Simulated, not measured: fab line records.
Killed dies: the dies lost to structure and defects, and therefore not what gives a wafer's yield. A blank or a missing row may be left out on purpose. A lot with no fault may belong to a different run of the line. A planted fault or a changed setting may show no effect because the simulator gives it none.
fab line records -- flow berkeleyCmos170
record: lots: 6, wafers: 18, lastDay: 11
route steps=331 shown NLDD@159 SPACER@171
lots with no fault: from the same line, run without faults
startH: start of the lot's first displayed wafer, in hours after the record's first day -- waitH: hours from the lot's prior step to this one -- " same as the row above -- L1.1+2: a row that stands for several wafers -- - value missing, or start not given -- * or withheld: withheld -- < > ~ a bound
route shown NAME@n: a module of which the file shows steps, and the number in the route of the first -- usual: the fault-free wafers' mean and standard deviation -- same: alike in all rows -- chamber/n: place in a boat -- sites: per-site readings -- _std_site: how widely they spread, as a standard deviation -- _edge_site: mean of outer sites minus mean of inner sites -- radiusMm: for every site, how far away it sits from the centre of the wafer -- mask NAME#n: copy n -- behind: the tool/chamber that last shaped the wafer -- hold: why the lot went on hold/how many hours it stayed there/how the hold came to an end -- device: names the non-switching transistor (n, p or np) -- end of line: the route-end tests of the same wafers -- a step with no rows: only its recipe -- killed: dies that structure and defects cost at the first sort, which is not the same as the wafer's yield -- map: per-die view of a wafer (x killed, . not killed, _ where there is no die)
set.NAME: the setting that was run; set.NAME@STEP: the one run at that earlier step -- model.NAME: the simulator's own value behind a step, which no gauge read
a table for each step, a row for each wafer; lots at some steps of the route
services: when a tool's chamber went out of use (startH, in hours from the record's first day, below 0 if earlier), for how many hours, and the reason
== steps ==
step: UCB170_NLDD_COAT_01
recipe: resist: KrF, spinRpm: 1500, resistThkNm: 900
step: UCB170_NLDD_SOFTBAKE_02
recipe: resist: KrF, tempC: 130, timeS: 60
step: UCB170_NLDD_EXPOSE_03
recipe: maskId: NSELECT, na: 0.5, sigmaOuter: 0.6, sourceShape: conventional, targetCdNm: 1200, doseMj: 30
step: UCB170_NLDD_PEB_04
recipe: pebTempC: 130, pebTimeS: withheld, resist: KrF
step: UCB170_NLDD_DEVELOP_05
recipe: developer: TMAH, developTimeS: 45, resist: KrF, devTempC: 21
step: UCB170_NLDD_CD_MEAS_06
recipe: targetCdNm: 1200
usual: cdNm: 1200.0/1.4
lot.wafer,tool,chamber,startH,waitH,cdNm
L914.2,cdSem-02,-,157.13,-,1198.3
L914.3,cdSem-02,-,157.13,-,1199.7
L914.6,cdSem-02,-,157.13,-,1197.9
L916.2,cdSem-02,-,157.49,-,1198.5
L916.3,cdSem-02,-,157.49,-,1198.5
L916.4,cdSem-02,-,157.49,-,1198.3
L922.2,cdSem-01,-,195.38,-,1199.9
L922.5,cdSem-01,-,195.38,-,1198.6
L922.6,cdSem-01,-,195.38,-,1198.1
L924.1,cdSem-02,-,211.07,-,1199.4
L924.2,cdSem-02,-,211.07,-,1199.1
L924.3,cdSem-02,-,211.07,-,1199.7
L925.1,cdSem-02,-,213.33,-,1199.7
L925.2,cdSem-02,-,213.33,-,1202.7
L925.3,cdSem-02,-,213.33,-,1202.5
L930.2,cdSem-01,-,228.39,-,1200.4
L930.4,cdSem-01,-,228.39,-,1199.0
L930.5,cdSem-01,-,228.39,-,1199.9
step: UCB170_NLDD_OVL_MEAS_07
usual: NLDD_OVL: -1/6.7
lot.wafer,tool,chamber,startH,waitH,NLDD_OVL[nm]
L914.2,overlay-01,-,157.24,0.1,4
L914.3,overlay-01,-,157.24,0.1,3
L914.6,overlay-01,-,157.24,0.1,2
L916.2,overlay-01,-,157.60,0.1,-5
L916.3,overlay-01,-,157.60,0.1,-7
L916.4,overlay-01,-,157.60,0.1,-5
L922.2,overlay-01,-,195.48,0.1,6
L922.5,overlay-01,-,195.48,0.1,1
L922.6,overlay-01,-,195.48,0.1,3
L924.1,overlay-01,-,211.19,0.1,-8
L924.2,overlay-01,-,211.19,0.1,-13
L924.3,overlay-01,-,211.19,0.1,-10
L925.1,overlay-02,-,213.45,0.1,-6
L925.2,overlay-02,-,213.45,0.1,-3
L925.3,overlay-02,-,213.45,0.1,-6
L930.2,overlay-01,-,228.50,0.1,-2
L930.4,overlay-01,-,228.50,0.1,-1
L930.5,overlay-01,-,228.50,0.1,4
step: UCB170_NLDD_IMPLANT_08
recipe: species: As, doseCm2: 5e+13, energyKev: 30, tiltDeg: 7, rotationDeg: 0
step: UCB170_NLDD_IMPLANT_09
recipe: species: As, doseCm2: 5e+13, energyKev: 30, tiltDeg: 7, rotationDeg: 180
step: UCB170_NLDD_STRIP_10
recipe: chemistry: O2, powerW: 400, pressureMtorr: 3500, platenTempC: withheld, o2FlowSccm: 400, overashFraction: 0.5
usual: drypumpMotorCurrentA: 5.7/0.46, oesProductAu: 0.734/0.0043, stripTimeToEndpointS: 21.66/0.068
lot.wafer,tool,chamber,startH,waitH,drypumpMotorCurrentA,oesProductAu,rfHoursCounterH,stripTimeToEndpointS
L914.2,plasmaAsher-01,0,157.57,0.1,5.1,0.732,38,21.71
L914.3,plasmaAsher-01,0,157.57,0.1,5.1,0.735,-,21.62
L914.6,plasmaAsher-01,0,157.57,0.1,5.1,0.741,-,21.67
L916.2,plasmaAsher-03,0,157.93,0.1,6.3,0.736,3,21.61
L916.3,plasmaAsher-03,1,157.93,0.1,5.6,0.727,-,21.59
L916.4,plasmaAsher-03,0,157.93,0.1,6.3,0.739,-,21.69
L922.2,plasmaAsher-01,1,195.81,0.1,5.9,0.742,43,21.65
L922.5,plasmaAsher-01,0,195.81,0.1,5.1,0.727,-,21.64
L922.6,plasmaAsher-01,1,195.81,0.1,5.9,0.727,-,21.62
L924.1,plasmaAsher-01,1,211.52,0.1,5.9,0.730,45,21.61
L924.2,plasmaAsher-01,0,211.52,0.1,5.0,0.729,45,21.62
L924.3,plasmaAsher-01,0,211.52,0.1,5.1,0.728,-,21.58
L925.1,plasmaAsher-03,1,213.79,0.1,5.6,0.738,10,21.71
L925.2,plasmaAsher-03,0,213.79,0.1,6.3,0.735,10,21.72
L925.3,plasmaAsher-03,0,213.79,0.1,6.3,0.734,-,21.59
L930.2,plasmaAsher-02,1,228.83,0.1,5.9,0.729,53,21.65
L930.4,plasmaAsher-02,1,228.83,0.1,6.0,0.734,-,21.64
L930.5,plasmaAsher-02,0,228.83,0.1,5.0,0.736,-,21.66
step: UCB170_NLDD_TW_MEAS_11
usual: NLDD_TW: 2235/19
lot.wafer,tool,chamber,startH,waitH,NLDD_TW
L914.2,filmMetro-02,-,157.68,0.1,2228
L914.3,filmMetro-02,-,157.68,0.1,2232
L914.6,filmMetro-02,-,157.68,0.1,2219
L916.2,filmMetro-04,-,158.04,0.1,2257
L916.3,filmMetro-04,-,158.04,0.1,2256
L916.4,filmMetro-04,-,158.04,0.1,2259
L922.2,filmMetro-03,-,195.92,0.1,2245
L922.5,filmMetro-03,-,195.92,0.1,2232
L922.6,filmMetro-03,-,195.92,0.1,2228
L924.1,filmMetro-03,-,211.62,0.1,2230
L924.2,filmMetro-03,-,211.62,0.1,2224
L924.3,filmMetro-03,-,211.62,0.1,2221
L925.1,filmMetro-03,-,213.89,0.1,2237
L925.2,filmMetro-03,-,213.89,0.1,2230
L925.3,filmMetro-03,-,213.89,0.1,2222
L930.2,filmMetro-04,-,228.94,0.1,2250
L930.4,filmMetro-04,-,228.94,0.1,2262
L930.5,filmMetro-04,-,228.94,0.1,2250
step: UCB170_NLDD_CLEAN_12
recipe: chemistry: SPM, tempC: 120, timeS: 600
step: UCB170_SPACER_CVD_00
recipe: material: SiO2, targetThkNm: 376, tempC: 390, precursor: TEOS/O2, timeS: 47, rfW: 550, pressureMtorr: 9000
usual: heaterPowerW: 238/40
lot.wafer,tool,chamber,startH,waitH,heaterPowerW
L914.2,pecvd-02,1,158.43,0.0,255
L914.3,pecvd-02,2,158.43,0.0,261
L914.6,pecvd-02,0,158.43,0.0,135
L914.2,pecvd-02,1,158.64,0.2,247
L914.3,pecvd-02,2,158.64,0.2,263
L914.6,pecvd-02,0,158.64,0.2,135
L916.2,pecvd-04,1,158.43,0.0,324
L916.3,pecvd-04,0,158.43,0.0,263
L916.4,pecvd-04,1,158.43,0.0,323
L916.2,pecvd-04,1,158.64,0.2,308
L916.3,pecvd-04,0,158.64,0.2,253
L916.4,pecvd-04,1,158.64,0.2,322
L922.2,pecvd-01,0,196.15,0.0,288
L922.5,pecvd-01,0,196.15,0.0,292
L922.6,pecvd-01,2,196.15,0.0,252
L924.1,pecvd-01,1,211.86,0.0,219
L924.2,pecvd-01,0,211.86,0.0,219
L924.3,pecvd-01,2,211.86,0.0,217
L925.1,pecvd-01,1,214.12,0.0,176
L925.2,pecvd-01,2,214.12,0.0,228
L925.3,pecvd-01,0,214.12,0.0,248
L930.2,pecvd-02,0,229.16,0.0,162
L930.4,pecvd-02,1,229.16,0.0,299
L930.5,pecvd-02,0,229.16,0.0,167
step: UCB170_SPACER_THK_MEAS_01
recipe: reads: SiO2_of_SPACER_CVD_00
usual: SPACER_TEOS_THK: 375/5.4
lot.wafer,tool,chamber,startH,waitH,SPACER_TEOS_THK[nm]
L916.2,filmMetro-03,-,158.70,0.0,745
L916.3,filmMetro-03,-,158.70,0.0,750
L916.4,filmMetro-03,-,158.70,0.0,760
L914.2,filmMetro-02,-,158.80,0.1,736
L914.3,filmMetro-02,-,158.80,0.1,753
L914.6,filmMetro-02,-,158.80,0.1,760
L922.2,filmMetro-02,-,196.20,0.0,371
L922.5,filmMetro-02,-,196.20,0.0,374
L922.6,filmMetro-02,-,196.20,0.0,376
L924.1,filmMetro-03,-,211.90,0.0,369
L924.2,filmMetro-03,-,211.90,0.0,366
L924.3,filmMetro-03,-,211.90,0.0,366
L925.1,filmMetro-01,-,214.16,0.0,370
L925.2,filmMetro-01,-,214.16,0.0,365
L925.3,filmMetro-01,-,214.16,0.0,367
L930.2,filmMetro-01,-,229.22,0.0,364
L930.4,filmMetro-01,-,229.22,0.0,372
L930.5,filmMetro-01,-,229.22,0.0,378
step: UCB170_SPACER_ANNEAL_02
recipe: tempC: 900, timeS: 1800, ambient: N2
step: UCB170_SPACER_ETCHBACK_03
recipe: stopOn: Si, target: SiO2, chemistry: CHF3/CF4/Ar, CHF3_flow_sccm: 50, cf4FlowSccm: 10, Ar_flow_sccm: 120, pressureMtorr: 200, rfW: 500, targetDepthA: 3760, timeS: 100
usual: drypumpMotorCurrentA: 5.3/0.46, oesProductAu: 0.892/0.018, throttleValvePct: 6.46/0.1
lot.wafer,tool,chamber,startH,waitH,drypumpMotorCurrentA,oesProductAu,rfHoursCounterH,throttleValvePct,model.etch.depthNm
L916.2,rieDiel-03,0,161.72,0.0,5.1,0.949,128,6.52,427
L916.3,rieDiel-03,3,161.72,0.0,5.0,0.973,6,6.53,418.8
L916.4,rieDiel-03,3,161.72,0.0,5.0,0.971,-,6.52,418.1
L914.2,rieDiel-03,2,161.79,0.1,4.8,0.985,2,6.49,422.8
L914.3,rieDiel-03,0,161.79,0.1,5.1,0.943,128,6.52,419.4
L914.6,rieDiel-03,0,161.79,0.1,5.1,0.945,-,6.50,419
L922.2,rieDiel-03,3,201.01,0.0,4.9,0.885,8,6.50,370.8
L922.5,rieDiel-03,1,201.01,0.0,4.7,0.927,-,6.40,374.7
L922.6,rieDiel-03,2,201.01,0.0,4.8,0.903,-,6.47,376.1
L924.1,rieDiel-03,0,215.40,0.0,5.1,0.857,131,6.49,368.6
L924.2,rieDiel-03,2,215.40,0.0,4.8,0.889,5,6.47,366.3
L924.3,rieDiel-03,1,215.40,0.0,4.6,0.900,58,6.40,365.8
L925.1,rieDiel-01,2,219.81,0.0,6.2,0.886,3,6.55,370.2
L925.2,rieDiel-01,3,219.81,0.0,4.8,0.859,42,6.30,364.9
L925.3,rieDiel-01,1,219.81,0.0,5.6,0.873,38,6.29,366.5
L930.2,rieDiel-02,1,232.43,0.0,5.6,0.903,103,6.53,363.6
L930.4,rieDiel-02,2,232.43,0.0,5.9,0.875,116,6.52,372.5
L930.5,rieDiel-02,1,232.43,0.0,5.6,0.932,-,6.51,378.1
== services ==
tool,chamber,startH,hours,kind
pecvd-01,-,135.50,14.0,pm
pecvd-01,0,135.50,14.0,ventCycle
pecvd-01,1,135.50,14.0,ventCycle
pecvd-01,2,135.50,14.0,ventCycle
pecvd-04,-,141.79,1.2,repair
plasmaAsher-02,-,141.93,2.8,pm
pecvd-01,0,149.50,-,clean
pecvd-01,1,149.50,-,clean
pecvd-01,2,149.50,-,clean
rieDiel-03,1,157.92,4.5,repair
pecvd-01,-,162.65,6.0,pm
rieDiel-01,3,175.37,2.2,repair
rieDiel-02,-,196.59,0.4,repair
rieDiel-01,0,214.27,6.6,repair
pecvd-04,-,219.75,0.7,repair
plasmaAsher-01,-,229.93,2.0,repair
== key ==
firstSign: step: UCB170_SPACER_CVD_00, reading: visit, direction: added
effect: step: UCB170_SPACER_THK_MEAS_01, reading: SPACER_TEOS_THK, direction: up, sigmas: 70, usual: 375, struck: 750
effect: step: UCB170_SPACER_ETCHBACK_03, reading: oesProductAu, direction: up, sigmas: 3.9, usual: 0.892, struck: 0.961
modelEffect: step: UCB170_SPACER_ETCHBACK_03, value: etch.depthNm, without: 374.8, struck: 420.9
metAt UCB170_SPACER_CVD_00
struckWafers L914.2,L914.3,L914.6,L916.2,L916.3,L916.4
laterRowsLeftOut L914.2,L914.3,L914.6,L916.2,L916.3,L916.4
sortLeftOut L914.2,L914.3,L914.6,L916.2,L916.3,L916.4
testerLeftOut L914,L916
fault: kind: repeatedStepWhole, tool: pecvd-01,pecvd-02,pecvd-04, chamber: -, onsetH: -, steps: UCB170_SPACER_CVD_00, times: 1, scope: struckLotsOnly
testerLeftOut: of these lots the tester's yield and bins aren't shown, on N5 and GAA mostly nor the transistor test; their killed dies are dies lost to structure and defects alone, not to doping, threshold or leakage, so they don't give the yield
sortLeftOut: the simulated sort isn't trusted on such a fault, so these wafers' sort isn't shown, and their yield isn't known
laterRowsLeftOut: the simulator's readings of these wafers behind a module that went badly wrong aren't trusted and aren't shown, but for the sort
